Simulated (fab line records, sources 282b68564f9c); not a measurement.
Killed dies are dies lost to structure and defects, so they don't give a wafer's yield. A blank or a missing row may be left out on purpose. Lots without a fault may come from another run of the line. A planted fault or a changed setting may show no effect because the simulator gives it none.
fab line records | flow rit_cmos
record lots=6 wafers=18 last_day=7
route steps=202 shown REOX@99 NLDD@103 PLDD@114 SPACER@125 NSD@131 M1@202
lots that met no fault: from a run of the same line without faults
start_h: hours from the record's first day to the start of the lot's first wafer shown | wait_h: hours since the lot's step before | " the same as in the row above | L1.1+2: a row that stands for several wafers | - no value, or no start given | * or withheld: withheld | < > ~ a bound
route shown NAME@n: a module of which the file shows steps, and the number in the route of the first | usual: mean/standard deviation of fault-free wafers | same: alike in all rows | chamber/n: place in a boat | sites: the reading at each site | _std_site: their standard deviation | _edge_site: outer sites' mean less inner sites' | radius_mm: how far each site lies from the wafer's centre | mask NAME#n: copy n | behind: the tool/chamber that last shaped the wafer | hold: why the lot was held/for how many hours/how that ended | device: the transistor (n, p or np) that didn't switch | end of line: the same wafers' tests at the end of the route | a step without rows: its recipe alone | killed: dies lost to structure and defects at the first sort, not the wafer's yield | map: a wafer's dies, x killed, . not, _ none there
set.NAME: the setting as run; set.NAME@STEP: as run at that earlier step | model.NAME: the simulator's own value behind a step, which no gauge read
lots at some steps of the route; a table a step, a row a wafer
services: from which hour (start_h, from the record's first day; less than 0 if before it) a tool's chamber was out of use, for how many hours, and why
## steps
# step RIT_REOX_CLEAN_01
# recipe chemistry=dHF dilution=50:1 time_s=30
# step RIT_REOX_CLEAN_02
# recipe chemistry=SC2 mix=3:3:50 time_s=600 temp_c=75 dry=n2_spin
# step RIT_REOX_OXIDATION_03
# recipe temp_c=900 ambient=O2 target_thk_a=252 ox_time_s=5580
# step RIT_REOX_THK_MEAS_04
# recipe reads=SiO2_of_REOX_OXIDATION_03
# usual REOX_OXIDE_THK=25.1/0.4
# columns lot.wafer tool chamber start_h wait_h REOX_OXIDE_THK[nm]
L534.2 film_metro-02 - 71.00 0.0 25.0
L534.3 " - " " 25.2
L534.5 " - " " 25.1
L538.4 film_metro-01 - 90.36 0.0 25.0
L538.5 " - " " 25.9
L538.6 " - " " 25.0
L548.1 film_metro-03 - 141.27 0.0 25.0
L548.2 " - " " 25.3
L548.3 " - " " 25.3
L549.2 film_metro-01 - 145.01 0.0 25.2
L549.4 " - " " 25.3
L549.6 " - " " 25.3
L550.1 film_metro-02 - 150.86 0.0 25.1
L550.4 " - " " 24.9
L550.6 " - " " 25.7
L551.2 film_metro-03 - 154.66 0.0 25.4
L551.4 " - " " 25.2
L551.6 " - " " 25.1
# step RIT_NLDD_HMDS_00
# recipe prime_time_s=60 prime_temp_c=140
# step RIT_NLDD_COAT_01
# recipe resist=NOVOLAK spin_rpm=3250 resist_thk_nm=1000
# step RIT_NLDD_SOFTBAKE_02
# recipe resist=NOVOLAK temp_c=90 time_s=60
# step RIT_NLDD_EXPOSE_03
# recipe mask_id=M7 na=0.57 target_cd_nm=40700 dose_mj=250
# step RIT_NLDD_PEB_04
# recipe resist=NOVOLAK temp_c=withheld time_s=withheld
# step RIT_NLDD_DEVELOP_05
# recipe resist=NOVOLAK develop_time_s=50 dev_temp_c=23
# step RIT_NLDD_OVL_MEAS_06
# usual NLDD_OVL=0.1/1.7
# columns lot.wafer tool chamber start_h wait_h NLDD_OVL[nm]
L534.2 overlay-01 - 72.03 - 0.4
L534.3 " - " " 0.1
L534.5 " - " " 2.0
L538.4 overlay-02 - 91.38 - -2.3
L538.5 " - " " -1.3
L538.6 " - " " -2.5
L548.1 overlay-02 - 142.18 - -0.6
L548.2 " - " " -0.5
L548.3 " - " " -3.0
L549.2 overlay-02 - 145.92 - 0.7
L549.4 " - " " 1.4
L549.6 " - " " 0.9
L550.1 overlay-02 - 151.90 - -0.5
L550.4 " - " " -1.5
L550.6 " - " " -4.1
L551.2 overlay-01 - 155.70 - 1.4
L551.4 " - " " 0.4
L551.6 " - " " 1.2
# step RIT_NLDD_HARDBAKE_07
# recipe resist=NOVOLAK temp_c=140 time_s=60
# step RIT_NLDD_IMPLANT_08
# recipe species=P energy_kev=19.79 dose_cm2=5e+14 tilt_deg=7
# usual dose_ions_cm2=5e+14/5.2e+11 end_station_pressure_torr=6.2e-06/3.2e-07 faraday_current_uA=1570/33
# columns lot.wafer tool chamber start_h wait_h dose_ions_cm2 end_station_pressure_torr faraday_current_uA
L534.2 implanter-02 0 72.24 0.1 5.001e+14 5.6e-06 1570
L534.3 " 0 " " 4.999e+14 6.2e-06 1574
L534.5 " 0 " " 5.003e+14 6e-06 1567
L538.4 implanter-01 0 91.62 0.1 5.003e+14 6.7e-06 1567
L538.5 " 0 " " 4.994e+14 6.3e-06 1624
L538.6 " 0 " " 4.989e+14 6.7e-06 1565
L548.1 implanter-02 0 142.37 0.1 7.993e+14 7.1e-06 2444
L548.2 " 0 " " 8.001e+14 6.9e-06 2488
L548.3 " 0 " " 8e+14 7.4e-06 2521
L549.2 implanter-02 0 146.12 0.1 7.993e+14 6.1e-06 2564
L549.4 " 0 " " 7.995e+14 6.5e-06 2473
L549.6 " 0 " " 8e+14 6.8e-06 2484
L550.1 implanter-01 0 152.09 0.1 4.993e+14 6.1e-06 1627
L550.4 " 0 " " 4.994e+14 5.9e-06 1603
L550.6 " 0 " " 4.998e+14 5.8e-06 1574
L551.2 implanter-03 0 155.91 0.1 5.003e+14 6.6e-06 1567
L551.4 " 0 " " 5.01e+14 6.8e-06 1599
L551.6 " 0 " " 4.998e+14 6.3e-06 1590
# step RIT_NLDD_STRIP_09
# recipe chemistry=O2 time_s=180 resist=NOVOLAK platen_temp_c=withheld power_w=500 pressure_mtorr=4000 o2_flow_sccm=4000
# usual drypump_motor_current_A=5.86/0.29
# columns lot.wafer tool chamber start_h wait_h drypump_motor_current_A rf_hours_counter_h
L534.2 plasma_asher-02 1 72.36 0.1 5.76 30
L534.3 " 1 " " 5.77 -
L534.5 " 0 " " 5.93 -
L538.4 plasma_asher-02 0 91.75 0.1 5.96 -
L538.5 " 0 " " 5.92 -
L538.6 " 1 " " 5.80 -
L548.1 plasma_asher-01 1 142.52 0.1 6.33 49
L548.2 " 0 " " 5.58 49
L548.3 " 0 " " 5.57 -
L549.2 plasma_asher-01 1 146.25 0.1 6.33 49
L549.4 " 0 " " 5.56 -
L549.6 " 1 " " 6.30 -
L550.1 plasma_asher-03 1 152.24 0.1 5.49 3
L550.4 " 1 " " 5.47 -
L550.6 " 1 " " 5.47 -
L551.2 plasma_asher-02 1 156.03 0.1 5.76 39
L551.4 " 1 " " 5.75 -
L551.6 " 1 " " 5.76 -
# step RIT_NLDD_TW_MEAS_10
# usual NLDD_TW=2474/20
# columns lot.wafer tool chamber start_h wait_h NLDD_TW
L534.2 film_metro-03 - 72.55 0.1 2499
L534.3 " - " " 2491
L534.5 " - " " 2483
L538.4 film_metro-03 - 91.90 0.1 2482
L538.5 " - " " 2491
L538.6 " - " " 2501
L548.1 film_metro-04 - 142.69 0.1 2784
L548.2 " - " " 2771
L548.3 " - " " 2778
L549.2 film_metro-03 - 146.43 0.1 2788
L549.4 " - " " 2801
L549.6 " - " " 2791
L550.1 film_metro-02 - 152.41 0.1 2457
L550.4 " - " " 2452
L550.6 " - " " 2459
L551.2 film_metro-04 - 156.22 0.1 2472
L551.4 " - " " 2475
L551.6 " - " " 2480
# step RIT_PLDD_HMDS_00
# recipe prime_time_s=60 prime_temp_c=140
# step RIT_PLDD_COAT_01
# recipe resist=NOVOLAK spin_rpm=3250 resist_thk_nm=1000
# step RIT_PLDD_SOFTBAKE_02
# recipe resist=NOVOLAK temp_c=90 time_s=60
# step RIT_PLDD_EXPOSE_03
# recipe mask_id=M8 na=0.57 target_cd_nm=40900 dose_mj=250
# step RIT_PLDD_PEB_04
# recipe resist=NOVOLAK temp_c=withheld time_s=withheld
# step RIT_PLDD_DEVELOP_05
# recipe resist=NOVOLAK develop_time_s=50 dev_temp_c=23
# step RIT_PLDD_OVL_MEAS_06
# usual PLDD_OVL=-0.2/1.3
# columns lot.wafer tool chamber start_h wait_h PLDD_OVL[nm]
L534.2 overlay-02 - 73.45 - -0.7
L534.3 " - " " 0.5
L534.5 " - " " 1.4
L538.4 overlay-01 - 92.80 - 0.9
L538.5 " - " " 2.5
L538.6 " - " " 2.6
L548.1 overlay-02 - 143.73 - 0.8
L548.2 " - " " -0.4
L548.3 " - " " 1.5
L549.2 overlay-02 - 147.45 - 0.0
L549.4 " - " " -0.5
L549.6 " - " " 0.4
L550.1 overlay-02 - 153.32 - -1.3
L550.4 " - " " -0.6
L550.6 " - " " -2.1
L551.2 overlay-01 - 157.12 - 1.3
L551.4 " - " " -1.6
L551.6 " - " " -1.2
# step RIT_PLDD_HARDBAKE_07
# recipe resist=NOVOLAK temp_c=140 time_s=60
# step RIT_PLDD_IMPLANT_08
# recipe species=BF2 energy_kev=19.71 dose_cm2=9e+14 tilt_deg=7
# step RIT_PLDD_STRIP_09
# recipe chemistry=O2 time_s=180 resist=NOVOLAK platen_temp_c=withheld power_w=500 pressure_mtorr=4000 o2_flow_sccm=4000
# usual drypump_motor_current_A=5.8/0.41
# columns lot.wafer tool chamber start_h wait_h drypump_motor_current_A rf_hours_counter_h
L534.2 plasma_asher-02 0 73.78 0.1 5.9 30
L534.3 " 0 " " 5.9 -
L534.5 " 0 " " 5.9 -
L538.4 plasma_asher-04 1 93.18 0.1 5.0 -
L538.5 " 1 " " 5.0 -
L538.6 " 0 " " 5.7 -
L548.1 plasma_asher-04 1 144.07 0.1 4.9 50
L548.2 " 0 " " 5.7 50
L548.3 " 0 " " 5.7 -
L549.2 plasma_asher-01 0 147.78 0.1 5.6 50
L549.4 " 1 " " 6.3 -
L549.6 " 0 " " 5.6 -
L550.1 plasma_asher-01 0 153.66 0.1 5.6 50
L550.4 " 0 " " 5.6 -
L550.6 " 1 " " 6.3 -
L551.2 plasma_asher-02 0 157.45 0.1 6.0 39
L551.4 " 1 " " 5.8 -
L551.6 " 1 " " 5.8 -
# step RIT_PLDD_TW_MEAS_10
# usual PLDD_TW=2325/20
# columns lot.wafer tool chamber start_h wait_h PLDD_TW
L534.2 film_metro-03 - 73.97 0.1 2341
L534.3 " - " " 2342
L534.5 " - " " 2347
L538.4 film_metro-02 - 93.32 0.1 2309
L538.5 " - " " 2303
L538.6 " - " " 2313
L548.1 film_metro-03 - 144.24 0.1 2341
L548.2 " - " " 2340
L548.3 " - " " 2339
L549.2 film_metro-04 - 147.96 0.1 2334
L549.4 " - " " 2331
L549.6 " - " " 2332
L550.1 film_metro-04 - 153.83 0.1 2335
L550.4 " - " " 2323
L550.6 " - " " 2338
L551.2 film_metro-02 - 157.64 0.1 2301
L551.4 " - " " 2300
L551.6 " - " " 2297
# step RIT_SPACER_CLEAN_00
# recipe chemistry=SC1 mix=3:3:50 time_s=600 temp_c=75
# step RIT_SPACER_CLEAN_01
# recipe chemistry=dHF dilution=50:1 time_s=30
# step RIT_SPACER_CLEAN_02
# recipe chemistry=SC2 mix=3:3:50 time_s=600 temp_c=75 dry=n2_spin
# step RIT_SPACER_CVD_03
# recipe material=Si3N4 target_thk_nm=250 temp_c=810 precursor=SiH2Cl2/NH3 time_s=3300 pressure_mtorr=300 sih2cl2_flow_sccm=60 nh3_flow_sccm=150
# step RIT_SPACER_THK_MEAS_04
# recipe reads=Si3N4_of_SPACER_CVD_03
# usual SPACER_NITRIDE_THK=248.3/2
# columns lot.wafer tool chamber start_h wait_h SPACER_NITRIDE_THK[nm]
L534.2 film_metro-01 - 76.31 0.0 247.3
L534.3 " - " " 248.7
L534.5 " - " " 250.5
L538.4 film_metro-02 - 95.73 0.0 248.3
L538.5 " - " " 247.1
L538.6 " - " " 248.0
L548.1 film_metro-01 - 146.58 0.0 250.5
L548.2 " - " " 250.4
L548.3 " - " " 250.8
L549.2 film_metro-01 - 150.46 0.0 246.8
L549.4 " - " " 246.7
L549.6 " - " " 246.7
L550.1 film_metro-02 - 156.18 0.0 249.6
L550.4 " - " " 247.6
L550.6 " - " " 248.6
L551.2 film_metro-01 - 160.03 0.0 249.4
L551.4 " - " " 248.4
L551.6 " - " " 247.6
# step RIT_SPACER_ETCHBACK_05
# recipe target_depth_a=2500 SF6_flow_sccm=30 CHF3_flow_sccm=30 target=Si3N4 chemistry=SF6/CHF3 pressure_mtorr=40 rf_w=250 time_s=240 stop_on=SiO2
# usual SF6_flow_sccm=30.01/0.092 drypump_motor_current_A=5.6/0.4 oes_product_au=0.845/0.011 rf_fwd_power_W=249.3/0.87 throttle_valve_pct=10.23/0.12
# columns lot.wafer tool chamber start_h wait_h SF6_flow_sccm drypump_motor_current_A oes_product_au rf_fwd_power_W rf_hours_counter_h throttle_valve_pct
L534.2 rie_diel-04 3 76.36 0.0 30.01 5.7 0.835 248.7 8 10.04
L534.3 " 2 " " 30.09 5.6 0.855 248.2 112 10.35
L534.5 " 2 " " 29.99 5.6 0.854 248.8 - 10.36
L538.4 rie_diel-04 3 95.76 0.0 29.88 5.8 0.846 248.9 8 10.05
L538.5 " 0 " " 30.11 5.4 0.848 248.5 - 10.14
L538.6 " 1 " " 29.89 5.0 0.859 250.2 - 10.06
L548.1 rie_diel-01 0 146.64 0.1 30.03 6.1 0.843 248.5 68 10.19
L548.2 " 3 " " 30.00 5.8 0.841 250.4 0 10.30
L548.3 " 2 " " 30.02 6.1 0.853 248.7 147 10.19
L549.2 rie_diel-01 2 150.51 0.0 30.03 6.1 0.840 250.0 147 10.19
L549.4 " 3 " " 29.96 5.8 0.828 250.6 0 10.33
L549.6 " 2 " " 30.19 6.1 0.848 249.6 - 10.19
L550.1 rie_diel-04 3 156.24 0.1 29.97 5.7 0.853 247.9 10 10.03
L550.4 " 2 " " 30.05 5.6 0.855 249.9 114 10.33
L550.6 " 2 " " 30.17 5.6 0.859 248.8 - 10.32
L551.2 rie_diel-02 2 160.08 0.0 30.15 5.6 0.846 248.9 6 10.39
L551.4 " 3 " " 29.92 5.8 0.854 250.3 62 10.28
L551.6 " 0 " " 30.03 5.0 0.825 248.8 - 10.41
# step RIT_NSD_HMDS_00
# recipe prime_time_s=60 prime_temp_c=140
# step RIT_NSD_COAT_01
# recipe resist=NOVOLAK spin_rpm=3250 resist_thk_nm=1000
# step RIT_NSD_SOFTBAKE_02
# recipe resist=NOVOLAK temp_c=90 time_s=60
# step RIT_NSD_EXPOSE_03
# recipe mask_id=M9 na=0.57 target_cd_nm=40700 dose_mj=250
# step RIT_NSD_PEB_04
# recipe resist=NOVOLAK temp_c=withheld time_s=withheld
# step RIT_NSD_DEVELOP_05
# recipe resist=NOVOLAK develop_time_s=50 dev_temp_c=23
# step RIT_NSD_OVL_MEAS_06
# usual NSD_OVL=0.6/1.2
# columns lot.wafer tool chamber start_h wait_h NSD_OVL[nm]
L534.2 overlay-02 - 77.37 - 1.0
L534.3 " - " " -0.7
L534.5 " - " " -2.2
L538.4 overlay-02 - 96.90 - 1.0
L538.5 " - " " 1.2
L538.6 " - " " 2.5
L548.1 overlay-01 - 147.65 - -1.1
L548.2 " - " " -0.6
L548.3 " - " " -1.4
L549.2 overlay-01 - 151.64 - 0.4
L549.4 " - " " 0.2
L549.6 " - " " 1.6
L550.1 overlay-02 - 157.36 - 0.5
L550.4 " - " " 0.0
L550.6 " - " " 0.1
L551.2 overlay-01 - 161.09 - 0.2
L551.4 " - " " 1.3
L551.6 " - " " 0.9
# step RIT_NSD_HARDBAKE_07
# recipe resist=NOVOLAK temp_c=140 time_s=60
# step RIT_NSD_IMPLANT_08
# recipe species=P energy_kev=25 dose_cm2=1e+15 tilt_deg=7
# step RIT_NSD_STRIP_09
# recipe chemistry=O2 time_s=180 resist=NOVOLAK platen_temp_c=withheld power_w=500 pressure_mtorr=4000 o2_flow_sccm=4000
# usual drypump_motor_current_A=5.6/0.39
# columns lot.wafer tool chamber start_h wait_h drypump_motor_current_A rf_hours_counter_h
L534.2 plasma_asher-04 0 77.70 0.1 5.7 44
L534.3 " 1 " " 4.9 -
L534.5 " 1 " " 4.9 -
L538.4 plasma_asher-04 1 97.35 0.1 4.9 -
L538.5 " 1 " " 4.9 -
L538.6 " 0 " " 5.7 -
L548.1 plasma_asher-03 1 147.99 0.1 5.5 3
L548.2 " 0 " " 6.0 3
L548.3 " 0 " " 6.0 -
L549.2 plasma_asher-04 0 151.97 0.1 5.8 51
L549.4 " 1 " " 5.0 -
L549.6 " 0 " " 5.7 -
L550.1 plasma_asher-03 1 157.70 0.1 5.5 4
L550.4 " 1 " " 5.5 -
L550.6 " 1 " " 5.5 -
L551.2 plasma_asher-02 1 161.49 0.1 5.8 40
L551.4 " 1 " " 5.8 -
L551.6 " 0 " " 6.0 -
# step RIT_SDANNEAL_RS_MEAS_07
# recipe thk_meas_gauge=four-point-probe
# usual NLDD_RS=151.7/0.52
# columns lot.wafer tool chamber start_h wait_h NLDD_RS[ohm/sq]
L534.2 film_metro-03 - 80.19 0.1 151.5
L534.3 " - " " 151.9
L534.5 " - " " 151.8
L538.4 film_metro-02 - 99.91 0.1 151.9
L538.5 " - " " 151.1
L538.6 " - " " 150.9
L548.1 film_metro-03 - 150.56 0.1 104.0
L548.2 " - " " 104.1
L548.3 " - " " 103.9
L549.2 film_metro-02 - 154.55 0.1 103.4
L549.4 " - " " 103.5
L549.6 " - " " 103.2
L550.1 film_metro-02 - 160.14 0.1 150.6
L550.4 " - " " 151.0
L550.6 " - " " 151.0
L551.2 film_metro-02 - 164.11 0.1 152.4
L551.4 " - " " 151.6
L551.6 " - " " 152.2
# step RIT_M1_PROBE_99
# usual killed_at_M0_to_M3=0.0/0.18 killed_at_front_end=6.6/3 killed_dies=7/3 killed_open=3.3/2 killed_short=3.4/2
# same gross_dies=264 killed_at_M4_up=0 killed_at_back_side=0 killed_at_contacts=0 killed_at_other=0
# columns lot.wafer tool chamber start_h wait_h killed_at_M0_to_M3 killed_at_front_end killed_dies killed_open killed_short model.etest.nmos_0p3.r_on_ohm_um model.etest.nmos_0p15.r_on_ohm_um model.etest.nldd.rs_ohm_sq model.etest.nmos_turned.drive_ua_um model.etest.nmos_0p15.drive_ua_um model.etest.nldd.line_ohm_um model.etest.nmos_narrow.drive_ua_um model.etest.nmos_0p3.drive_ua_um
L534.2 prober-01 - 88.83 0.1 0 7 7 3 4 2184 1156 388.2 317.1 456.6 123.5 223.6 221.1
L534.3 prober-01 - 88.88 0.2 0 9 9 3 6 2129 1099 394.3 323.6 478.8 125.4 226.8 225.4
L534.5 prober-01 - 88.98 0.2 0 6 6 2 4 2175 1111 391.2 319.8 469.1 123.9 221.4 220.8
L538.4 prober-01 - 107.21 0.2 0 11 11 5 6 2230 1155 381.9 304.9 447.2 119.7 212 214
L538.5 prober-01 - 107.26 0.2 0 3 3 2 1 2263 1218 402 288.5 430 128.4 212.3 214.7
L538.6 prober-01 - 107.31 0.2 0 10 10 5 5 2212 1170 384.1 304.8 432.4 120.9 213.8 214.3
L548.1 prober-02 - 157.72 0.1 0 11 11 5 6 1996 966.4 250.5 419.6 517.5 77.03 241.4 239.3
L548.2 prober-02 - 157.77 0.1 0 7 7 2 5 2000 981.9 254.8 401.1 502.3 80.26 236 234.6
L548.3 prober-02 - 157.82 0.2 0 14 14 8 6 1996 985.3 255.1 407.4 505.9 80.46 240.2 237.7
L549.2 prober-02 - 161.76 0.1 0 13 13 5 8 1944 933.2 243.2 439.4 545.6 78.24 246.7 243.3
L549.4 prober-02 - 161.86 0.2 0 1 1 0 1 1967 920.9 246.3 435.2 541.7 76.68 243 239.8
L549.6 prober-02 - 161.96 0.2 0 5 5 2 3 1967 930.6 246.7 439.4 552.9 77.66 243.5 238.9
L550.1 prober-01 - 167.03 0.1 0 7 7 1 6 2142 1125 387.2 318.9 468.4 121.7 232.8 230.6
L550.4 prober-01 - 167.18 0.2 0 9 9 5 4 2114 1114 381 329.3 475.4 121.9 234.2 231.9
L550.6 prober-01 - 167.28 0.2 0 11 11 6 5 2158 1139 398.8 304.1 455.9 126.3 229.3 224.3
L551.2 prober-02 - 171.05 0.1 0 7 7 3 4 2177 1142 406.3 313 459.7 126.1 225.5 227.2
L551.4 prober-02 - 171.15 0.2 0 8 8 7 1 2154 1138 403.2 317 472.5 126.2 228.6 226.7
L551.6 prober-02 - 171.25 0.2 1 10 11 8 3 2191 1160 402.8 315.7 464.9 123.7 225.9 222.5
# killed by level:class
L534.2 FOX1:geometric_particle:short=1 GATE:geometric_particle:open=1 GATE:geometric_particle:short=1 SPACER:geometric_particle:short=1 SPACER:geometric_particle:open=1 SILICIDE:geometric_particle:open=1 SILICIDE:geometric_particle:short=1
L534.3 GATE:geometric_particle:short=4 GATE:geometric_particle:open=2 SPACER:geometric_particle:short=2 SPACER:geometric_particle:open=1
L534.5 GATE:geometric_particle:short=3 GATE:geometric_particle:open=1 FOX1:geometric_particle:short=1 FOX1:geometric_particle:open=1
L538.4 GATE:geometric_particle:short=3 GATE:geometric_particle:open=2 REOX:geometric_particle:open=2 FOX2:geometric_particle:open=1 REOX:geometric_particle:short=1 SPACER:geometric_particle:short=1 SILICIDE:geometric_particle:short=1
L538.5 REOX:geometric_particle:open=1 SILICIDE:geometric_particle:open=1 SILICIDE:geometric_particle:short=1
L538.6 SPACER:geometric_particle:short=3 GATE:geometric_particle:open=2 SILICIDE:geometric_particle:open=2 FOX1:geometric_particle:short=1 FOX2:geometric_particle:short=1 REOX:geometric_particle:open=1
L548.1 GATE:geometric_particle:open=3 FOX1:geometric_particle:open=2 GATE:geometric_particle:short=2 FOX2:geometric_particle:short=1 REOX:geometric_particle:short=1 SPACER:geometric_particle:short=1 SILICIDE:geometric_particle:short=1
L548.2 GATE:geometric_particle:short=3 FOX2:geometric_particle:short=2 GATE:geometric_particle:open=1 SILICIDE:geometric_particle:open=1
L548.3 FOX2:geometric_particle:short=2 GATE:geometric_particle:open=2 REOX:geometric_particle:open=2 SILICIDE:geometric_particle:open=2 FOX1:geometric_particle:short=1 FOX1:geometric_particle:open=1 FOX2:geometric_particle:open=1 GATE:geometric_particle:short=1
L549.2 GATE:geometric_particle:short=3 FOX2:geometric_particle:short=2 GATE:geometric_particle:open=2 SPACER:geometric_particle:open=2 FOX1:geometric_particle:open=1 FOX1:geometric_particle:short=1 SPACER:geometric_particle:short=1 SILICIDE:geometric_particle:short=1
L549.4 REOX:geometric_particle:short=1
L549.6 SPACER:geometric_particle:open=2 SILICIDE:geometric_particle:short=2 SPACER:geometric_particle:short=1
L550.1 GATE:geometric_particle:short=2 FOX1:geometric_particle:short=1 GATE:geometric_particle:open=1 REOX:geometric_particle:short=1 SPACER:geometric_particle:short=1 SILICIDE:geometric_particle:short=1
L550.4 FOX2:geometric_particle:open=3 REOX:geometric_particle:short=2 GATE:geometric_particle:open=1 GATE:geometric_particle:short=1 SPACER:geometric_particle:open=1 SILICIDE:geometric_particle:short=1
L550.6 GATE:geometric_particle:short=2 GATE:geometric_particle:open=2 REOX:geometric_particle:open=2 SPACER:geometric_particle:open=2 FOX1:geometric_particle:short=1 FOX2:geometric_particle:short=1 SILICIDE:geometric_particle:short=1
L551.2 GATE:geometric_particle:open=3 GATE:geometric_particle:short=2 REOX:geometric_particle:short=1 SILICIDE:geometric_particle:short=1
L551.4 GATE:geometric_particle:open=4 FOX1:geometric_particle:open=1 SPACER:geometric_particle:open=1 SPACER:geometric_particle:short=1 SILICIDE:geometric_particle:open=1
L551.6 SPACER:geometric_particle:open=3 GATE:geometric_particle:open=2 REOX:geometric_particle:open=2 FOX2:geometric_particle:open=1 GATE:geometric_particle:short=1 SPACER:geometric_particle:short=1 M1:geometric_particle:short=1
## services
# columns tool chamber start_h hours kind
rie_diel-01 3 99.00 7.7 repair
rie_diel-01 3 106.66 - clean
rie_diel-01 3 106.66 23.5 scheduled_down
rie_diel-01 3 106.66 23.5 vent_cycle
rie_diel-04 0 106.71 3.4 repair
plasma_asher-03 - 108.75 9.0 pm
plasma_asher-03 0 108.75 9.0 vent_cycle
plasma_asher-03 1 108.75 9.0 vent_cycle
plasma_asher-03 0 117.75 - clean
plasma_asher-03 1 117.75 - clean
rie_diel-01 0 118.56 13.5 repair
rie_diel-04 - 141.30 0.2 repair
plasma_asher-03 - 153.41 2.8 pm
## key
first_sign step=RIT_NLDD_IMPLANT_08 reading=dose_ions_cm2 direction=up sigmas=99+ usual=5e+14 struck=7.997e+14
effect step=RIT_NLDD_IMPLANT_08 reading=faraday_current_uA direction=up sigmas=28 usual=1570 struck=2496
effect step=RIT_NLDD_TW_MEAS_10 reading=NLDD_TW direction=up sigmas=16 usual=2474 struck=2785
effect step=RIT_SDANNEAL_RS_MEAS_07 reading=NLDD_RS direction=down sigmas=92 usual=151.7 struck=103.7
model_effect step=RIT_M1_PROBE_99 value=etest.nmos_0p3.r_on_ohm_um without=2184 struck=1978
met_at RIT_NLDD_IMPLANT_08
struck_wafers L548.1,L548.2,L548.3,L549.2,L549.4,L549.6
tester_left_out L548,L549
onset_between 72.24 142.37
fault kind=process_parameter_drift tool=implanter-02 chamber=- onset_h=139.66 steps=RIT_NLDD_IMPLANT_08 channel=dose_cm2 offset=2.9956e+14 shape=step end_h=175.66 acts_in=these_recipes_only stated=5e+14
# tester_left_out: of these lots the tester's yield and bins aren't shown, on N5 and GAA mostly nor the transistor test; their killed dies are dies lost to structure and defects alone, not to doping, threshold or leakage, so they don't give the yield
